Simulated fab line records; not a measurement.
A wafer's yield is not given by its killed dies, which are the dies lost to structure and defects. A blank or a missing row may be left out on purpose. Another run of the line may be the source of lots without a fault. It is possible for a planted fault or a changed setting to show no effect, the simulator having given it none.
Matching of chambers / flow berkeley cmos170 / UCB170_SPACER_CVD_00 on pecvd-04 has 3 sister chambers
The step deposits SiO2 from TEOS/O2, target thk 376 nm, time 47 s. 6 wafers are shown with their chamber, then 7 later ones without.

WAFERS PAIRED WITH THEIR CHAMBERS
wafer=L716.1; chamber=2; heater power w (W)=283
wafer=L718.1; chamber=2; heater power w (W)=279
wafer=L718.4; chamber=0; heater power w (W)=303
wafer=L718.6; chamber=1; heater power w (W)=168
wafer=L721.2; chamber=1; heater power w (W)=171
wafer=L721.3; chamber=0; heater power w (W)=340

WAFERS WITHOUT THEIR CHAMBER
wafer=L721.6; heater power w (W)=296
wafer=L726.1; heater power w (W)=302
wafer=L726.5; heater power w (W)=309
wafer=L726.6; heater power w (W)=191
wafer=L734.1; heater power w (W)=280
wafer=L734.4; heater power w (W)=304
wafer=L734.5; heater power w (W)=180

EACH ONE'S CHAMBER
wafer=L721.6; from the rows above=can't be placed: 2 or 0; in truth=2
wafer=L726.1; from the rows above=can't be placed: 0 or 2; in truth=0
wafer=L726.5; from the rows above=can't be placed: 0 or 2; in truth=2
wafer=L726.6; from the rows above=1; in truth=1
wafer=L734.1; from the rows above=2; in truth=2
wafer=L734.4; from the rows above=can't be placed: 0 or 2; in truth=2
wafer=L734.5; from the rows above=1; in truth=1
3 of 7 placed correctly. Unplaceable from these rows: 4, with the true chamber sitting among the candidates in 4. 0 placed wrongly.
How it was worked out, from the rows above alone: a wafer's distance from a chamber is the root of the sum, over the readings, of the square of ((its reading less the chamber's mean) divided by the reading's scatter). If the next closest chamber is less than 2 further off than the closest, the wafer can't be placed; otherwise it belongs to the closest. The mean given for a chamber averages the wafers shown for that chamber. The scatter: the root of (the sum of the squares of (reading less its chamber's mean) over the shown wafers, divided by (wafers less chambers)).
